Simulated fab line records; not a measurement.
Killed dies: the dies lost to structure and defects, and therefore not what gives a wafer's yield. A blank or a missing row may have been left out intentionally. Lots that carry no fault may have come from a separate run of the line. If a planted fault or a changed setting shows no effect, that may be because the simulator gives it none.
Which of the tools did it? -- flow berkeley_cmos170 -- Sampling: 14 lots, 42 wafers, 6 of 331 route steps

WHAT THE GAUGES READ, wafer by wafer
UCB170_M1_OVL_MEAS_10.
lot,measured,on,M1_OVL (nm)
L664,day 6 22:04,overlay-01,-16 -8 -14
L666,day 7 04:17,overlay-01,0 2 -3
L665,day 7 04:37,overlay-01,-4 -5 -10
L668,day 7 23:40,overlay-01,-6 -5 -8
L670,day 8 10:59,overlay-01,2 9 3
L671,day 8 11:32,overlay-02,4 3 0
L672,day 8 17:38,overlay-01,-7 -5 -2
L673,day 9 02:17,overlay-01,-3 1 -1
L677,day 9 17:23,overlay-01,-7 -2 -6
L676,day 9 19:18,overlay-01,0 -10 -2
L678,day 10 03:23,overlay-01,-12 -6 -10
L679,day 10 03:43,overlay-02,-9 -5 -6
L683,day 10 21:17,overlay-02,-7 -6 -2
L686,day 12 01:07,overlay-02,0 -4 7

UCB170_V1_THK_MEAS_01.
lot,measured,on,V1_TEOS_THK (nm)
L664,day 7 02:06,film_metro-03,2024 2011 2049
L666,day 7 09:48,film_metro-03,2036 2064 2057
L665,day 7 09:53,film_metro-02,1991 1977 1989
L668,day 8 03:02,film_metro-04,1971 2001 2043
L670,day 8 16:44,film_metro-03,1997 2025 2018
L671,day 8 16:43,film_metro-02,1975 1984 2019
L672,day 8 23:31,film_metro-04,2002 1994 2027
L673,day 9 06:31,film_metro-03,1997 2014 2046
L677,day 9 20:31,film_metro-04,2017 2070 2049
L676,day 9 22:04,film_metro-04,1985 1984 2040
L678,day 10 06:24,film_metro-03,2024 2039 2059
L679,day 10 06:24,film_metro-04,1991 2037 2043
L683,day 11 01:06,film_metro-03,1976 1979 2029
L686,day 12 03:58,film_metro-04,1982 1988 2040

UCB170_V2_CD_MEAS_90 targets a cd of 700 nm.
lot,measured,on,cd_nm (nm)
L664,day 7 10:14,cd_sem-02,698.9 700.6 701.7
L666,day 7 18:23,cd_sem-02,697.7 696.7 697.3
L665,day 7 18:45,cd_sem-02,699.7 699.7 700.7
L668,day 8 12:04,cd_sem-02,700.6 699.3 700.6
L670,day 8 23:45,cd_sem-02,699.4 698.1 699.0
L671,day 9 00:15,cd_sem-01,701.7 703.5 702.7
L672,day 9 07:28,cd_sem-02,698.2 697.7 696.5
L673,day 9 14:41,cd_sem-01,700.7 700.1 700.5
L677,day 10 04:22,cd_sem-02,700.6 698.4 697.9
L676,day 10 08:11,cd_sem-02,697.6 699.2 698.0
L678,day 10 16:40,cd_sem-01,698.5 701.7 699.3
L679,day 10 16:03,cd_sem-02,699.1 697.5 697.5
L683,day 11 10:17,cd_sem-02,701.3 699.2 700.9
L686,day 12 15:18,cd_sem-02,702.6 701.1 699.2

UCB170_M3_RS_MEAS_02: a four-point-probe measurement.
lot,measured,on,M3_AL_RS (ohm/sq)
L664,day 7 10:30,film_metro-01,0.0325 0.0327 0.0320
L666,day 7 18:39,film_metro-03,0.0315 0.0317 0.0317
L665,day 7 19:01,film_metro-04,0.0317 0.0319 0.0319
L668,day 8 12:20,film_metro-03,0.0320 0.0319 0.0320
L670,day 9 00:01,film_metro-04,0.0320 0.0322 0.0321
L671,day 9 00:31,film_metro-03,0.0322 0.0320 0.0321
L672,day 9 07:44,film_metro-01,0.0321 0.0323 0.0320
L673,day 9 14:57,film_metro-01,0.0312 0.0312 0.0312
L677,day 10 04:38,film_metro-04,0.0315 0.0318 0.0317
L676,day 10 08:28,film_metro-04,0.0219 0.0221 0.0221
L678,day 10 16:56,film_metro-04,0.0221 0.0218 0.0221
L679,day 10 16:19,film_metro-01,0.0324 0.0321 0.0326
L683,day 11 10:34,film_metro-03,0.0313 0.0314 0.0315
L686,day 12 15:34,film_metro-03,0.0315 0.0315 0.0317

UCB170_M3_THK_MEAS_03: measures by xrf.
lot,measured,on,M3_AL_THK (nm)
L664,day 7 10:37,film_metro-01,876 871 888
L666,day 7 18:46,film_metro-03,903 900 895
L665,day 7 19:08,film_metro-04,888 884 882
L668,day 8 12:28,film_metro-03,886 892 883
L670,day 9 00:08,film_metro-04,884 873 883
L671,day 9 00:38,film_metro-03,876 879 881
L672,day 9 07:50,film_metro-01,879 875 881
L673,day 9 15:04,film_metro-01,901 900 901
L677,day 10 04:45,film_metro-04,897 880 881
L676,day 10 08:35,film_metro-04,1267 1258 1263
L678,day 10 17:04,film_metro-04,1269 1282 1264
L679,day 10 16:26,film_metro-01,873 878 869
L683,day 11 10:41,film_metro-03,907 905 899
L686,day 12 15:41,film_metro-03,904 901 892

TOOL THAT RAN EACH LOT (tool first, then ch and the chambers of the sampled wafers, then the start)
lot,UCB170_M3_SPUTTER_01
L664,"pvd_sputter-03, day 7 10:25"
L666,"pvd_sputter-02, day 7 18:34"
L665,"pvd_sputter-03, day 7 18:55"
L668,"pvd_sputter-03, day 8 12:16"
L670,"pvd_sputter-02, day 8 23:55"
L671,"pvd_sputter-03, day 9 00:26"
L672,"pvd_sputter-03, day 9 07:38"
L673,"pvd_sputter-02, day 9 14:51"
L677,"pvd_sputter-02, day 10 04:32"
L676,"pvd_sputter-03, day 10 08:23"
L678,"pvd_sputter-03, day 10 16:52"
L679,"pvd_sputter-01, day 10 16:14"
L683,"pvd_sputter-02, day 11 10:29"
L686,"pvd_sputter-02, day 12 15:29"
- UCB170_M3_SPUTTER_01: material Al, target thk 900 nm, time 120 s.

AS READ BY THE TOOLS THEMSELVES (means over the sampled wafers that have a number; for cases with no such wafer, the mark the record gives instead)
UCB170_M3_SPUTTER_01.
lot,tool,throttle_valve_pct (%)
L664,pvd_sputter-03,31.1
L666,pvd_sputter-02,30.2
L665,pvd_sputter-03,29.5
L668,pvd_sputter-03,30.5
L670,pvd_sputter-02,30.2
L671,pvd_sputter-03,31.0
L672,pvd_sputter-03,30.3
L673,pvd_sputter-02,30.0
L677,pvd_sputter-02,30.0
L676,pvd_sputter-03,31.0
L678,pvd_sputter-03,31.4
L679,pvd_sputter-01,30.7
L683,pvd_sputter-02,30.1
L686,pvd_sputter-02,30.1

THE ANSWER, worked out from the rows above alone
Rule: what is usual is taken from the lots themselves. Put in order of their means at a reading, lots are off if they are a third of the lots or fewer, leave a main group of 4 or more, and stand apart from it by a gap of 3 or more times the standard deviation of the main group's means; of several such gaps the widest counts. A main group whose means are all the same, to the digits that the tables above print for the reading, isn't used. A lot without any number at a reading at which 4 lots or more have one is off too. Any other lot the step has rows for is counted as sound. First the gauges in route order, then the tools' own readings, where a lot's mean is used as printed above. At the first step where some lot is off, the reading lying furthest off is the one used; lots without a number count as furthest.
Off: L676, L678, seen at UCB170_M3_RS_MEAS_02 (M3_AL_RS). Mean 0.0319 ohm/sq and standard deviation 0.00036 in the main group.
A tool fits if, at a process step before that reading, it ran every lot that is off, and no sound lot after the first of them. The gauges at UCB170_M3_RS_MEAS_02 are tried like those tools. 2 tools fit, pvd_sputter-03 at UCB170_M3_SPUTTER_01 and film_metro-04 at UCB170_M3_RS_MEAS_02, so this cannot tell which one it is.

WHAT THE SIMULATOR HAD INSERTED
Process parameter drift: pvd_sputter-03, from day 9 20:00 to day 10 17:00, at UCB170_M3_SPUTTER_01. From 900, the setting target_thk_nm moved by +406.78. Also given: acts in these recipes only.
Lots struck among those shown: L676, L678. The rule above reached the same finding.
